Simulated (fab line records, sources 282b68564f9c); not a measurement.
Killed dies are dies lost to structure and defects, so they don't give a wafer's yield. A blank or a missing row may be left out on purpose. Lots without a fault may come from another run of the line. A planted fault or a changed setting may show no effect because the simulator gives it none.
fab line records | flow rit_cmos
record lots=14 wafers=42 last_day=7
route steps=202 shown PRETRO@72 M1@202
lots that met no fault: from a run of the same line without faults
start_h: hours from the record's first day to the start of the lot's first wafer shown | wait_h: hours since the lot's step before | " the same as in the row above | L1.1+2: a row that stands for several wafers | - no value, or no start given | * or withheld: withheld | < > ~ a bound
route shown NAME@n: a module of which the file shows steps, and the number in the route of the first | usual: mean/standard deviation of fault-free wafers | same: alike in all rows | chamber/n: place in a boat | sites: the reading at each site | _std_site: their standard deviation | _edge_site: outer sites' mean less inner sites' | radius_mm: how far each site lies from the wafer's centre | mask NAME#n: copy n | behind: the tool/chamber that last shaped the wafer | hold: why the lot was held/for how many hours/how that ended | device: the transistor (n, p or np) that didn't switch | end of line: the same wafers' tests at the end of the route | a step without rows: its recipe alone | killed: dies lost to structure and defects at the first sort, not the wafer's yield | map: a wafer's dies, x killed, . not, _ none there
set.NAME: the setting as run; set.NAME@STEP: as run at that earlier step | model.NAME: the simulator's own value behind a step, which no gauge read
steps of the route over a sample of lots; a table a step, a row a wafer
services: from which hour (start_h, from the record's first day; less than 0 if before it) a tool's chamber was out of use, for how many hours, and why
## steps
# step RIT_PRETRO_IMPLANT_08
# recipe species=B energy_kev=45.46 dose_cm2=1.2e+13 tilt_deg=7
# usual dose_ions_cm2=1.1998e+13/1.4e+10 faraday_current_uA=38.1/0.81
# columns lot.wafer tool chamber start_h wait_h dose_ions_cm2 faraday_current_uA
L425.1 implanter-03 0 37.09 0.2 1.201e+13 36.9
L425.3 " 0 " " 1.1993e+13 38.4
L425.6 " 0 " " 1.1987e+13 39.0
L429.1 implanter-01 0 57.99 0.2 1.2012e+13 37.8
L429.4 " 0 " " 1.1997e+13 37.9
L429.5 " 0 " " 1.2025e+13 38.1
L431.1 implanter-04 0 68.09 0.2 1.1997e+13 37.4
L431.5 " 0 " " 1.1988e+13 37.4
L431.6 " 0 " " 1.1968e+13 38.3
L432.2 implanter-04 0 73.20 0.2 1.2008e+13 38.4
L432.4 " 0 " " 1.2006e+13 39.3
L432.5 " 0 " " 1.2019e+13 37.9
L433.1 implanter-03 0 79.58 0.2 1.201e+13 39.1
L433.3 " 0 " " 1.1968e+13 38.8
L433.4 " 0 " " 1.2006e+13 39.2
L434.2 implanter-03 0 87.62 0.2 1.1999e+13 37.4
L434.3 " 0 " " 1.2005e+13 37.7
L434.4 " 0 " " 1.2022e+13 36.6
L438.1 implanter-01 0 104.46 0.2 1.2005e+13 38.2
L438.5 " 0 " " 1.2001e+13 37.3
L438.6 " 0 " " 1.2002e+13 37.8
L439.1 implanter-03 0 107.39 0.2 6.351e+12 19.9
L439.4 " 0 " " 6.337e+12 20.6
L439.5 " 0 " " 6.356e+12 20.4
L440.2 implanter-03 0 112.57 0.2 6.313e+12 19.9
L440.3 " 0 " " 6.332e+12 20.0
L440.4 " 0 " " 6.338e+12 19.6
L442.2 implanter-01 0 125.44 0.2 1.2011e+13 38.8
L442.3 " 0 " " 1.1988e+13 38.1
L442.5 " 0 " " 1.2007e+13 38.0
L443.3 implanter-01 0 127.70 0.2 1.1982e+13 37.9
L443.4 " 0 " " 1.1992e+13 38.5
L443.6 " 0 " " 1.2014e+13 37.6
L444.1 implanter-04 0 132.35 0.2 1.2014e+13 38.5
L444.4 " 0 " " 1.2023e+13 38.5
L444.6 " 0 " " 1.2012e+13 37.6
L445.2 implanter-01 0 138.43 0.2 1.1982e+13 39.3
L445.5 " 0 " " 1.1972e+13 38.4
L445.6 " 0 " " 1.1985e+13 37.6
L446.1 implanter-01 0 143.36 0.2 1.1996e+13 38.1
L446.3 " 0 " " 1.1974e+13 38.5
L446.4 " 0 " " 1.1967e+13 38.8
# step RIT_PRETRO_TW_MEAS_10
# usual PRETRO_TW=479/6.2
# columns lot.wafer tool chamber start_h wait_h PRETRO_TW
L425.1 film_metro-02 - 37.41 0.1 479
L425.3 " - " " 478
L425.6 " - " " 479
L429.1 film_metro-02 - 58.31 0.1 481
L429.4 " - " " 481
L429.5 " - " " 480
L431.1 film_metro-02 - 68.42 0.1 482
L431.5 " - " " 482
L431.6 " - " " 482
L432.2 film_metro-04 - 73.51 0.1 466
L432.4 " - " " 464
L432.5 " - " " 465
L433.1 film_metro-01 - 79.91 0.1 482
L433.3 " - " " 484
L433.4 " - " " 483
L434.2 film_metro-02 - 87.93 0.1 478
L434.3 " - " " 482
L434.4 " - " " 481
L438.1 film_metro-01 - 104.78 0.1 484
L438.5 " - " " 482
L438.6 " - " " 483
L439.1 film_metro-01 - 107.71 0.1 397
L439.4 " - " " 394
L439.5 " - " " 398
L440.2 film_metro-02 - 112.88 0.1 397
L440.3 " - " " 395
L440.4 " - " " 394
L442.2 film_metro-02 - 125.75 0.1 478
L442.3 " - " " 480
L442.5 " - " " 479
L443.3 film_metro-01 - 127.99 0.1 480
L443.4 " - " " 482
L443.6 " - " " 481
L444.1 film_metro-02 - 132.68 0.1 480
L444.4 " - " " 480
L444.6 " - " " 482
L445.2 film_metro-02 - 138.74 0.1 479
L445.5 " - " " 478
L445.6 " - " " 478
L446.1 film_metro-04 - 143.68 0.1 469
L446.3 " - " " 470
L446.4 " - " " 469
# step RIT_M1_PROBE_99
# usual killed_at_M0_to_M3=0.0/0.14 killed_at_contacts=0.1/0.34 killed_at_front_end=6.6/2.7 killed_dies=6.7/2.7 killed_open=3.5/1.9 killed_short=3.1/1.8
# same gross_dies=264 killed_at_M4_up=0 killed_at_back_side=0 killed_at_other=0
# columns lot.wafer tool chamber start_h wait_h killed_at_M0_to_M3 killed_at_contacts killed_at_front_end killed_dies killed_open killed_short
L439.1 prober-01 - 135.74 0.1 0 0 12 12 4 8
L439.4 prober-01 - 135.89 0.2 0 0 10 10 4 6
L439.5 prober-01 - 135.94 0.2 0 0 2 2 2 0
# killed by level:class
L439.1 GATE:geometric_particle:short=3 GATE:geometric_particle:open=3 FOX1:geometric_particle:short=2 REOX:geometric_particle:short=2 SPACER:geometric_particle:open=1 SPACER:geometric_particle:short=1
L439.4 GATE:geometric_particle:open=3 GATE:geometric_particle:short=3 REOX:geometric_particle:short=2 FOX1:geometric_particle:short=1 FOX1:geometric_particle:open=1
L439.5 FOX1:geometric_particle:open=1 GATE:geometric_particle:open=1
## services
# columns tool chamber start_h hours kind
implanter-01 - 50.78 1.3 repair
implanter-04 - 63.46 3.3 repair
implanter-03 - 67.72 1.5 repair
implanter-03 - 88.98 2.4 repair
## key
first_sign step=RIT_PRETRO_IMPLANT_08 reading=dose_ions_cm2 direction=down sigmas=99+ usual=1.1998e+13 struck=6.338e+12
effect step=RIT_PRETRO_IMPLANT_08 reading=faraday_current_uA direction=down sigmas=22 usual=38.1 struck=20.1
effect step=RIT_PRETRO_TW_MEAS_10 reading=PRETRO_TW direction=down sigmas=13 usual=479 struck=396
met_at RIT_PRETRO_IMPLANT_08
struck_lots L439,L440
tester_left_out L439,L440
onset_between 87.62 107.39
fault kind=process_parameter_drift tool=implanter-03 chamber=- onset_h=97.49 steps=RIT_PRETRO_IMPLANT_08 channel=dose_cm2 offset=-5.6581e+12 shape=step end_h=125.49 acts_in=these_recipes_only stated=1.2e+13
# tester_left_out: of these lots the tester's yield and bins aren't shown, on N5 and GAA mostly nor the transistor test; their killed dies are dies lost to structure and defects alone, not to doping, threshold or leakage, so they don't give the yield
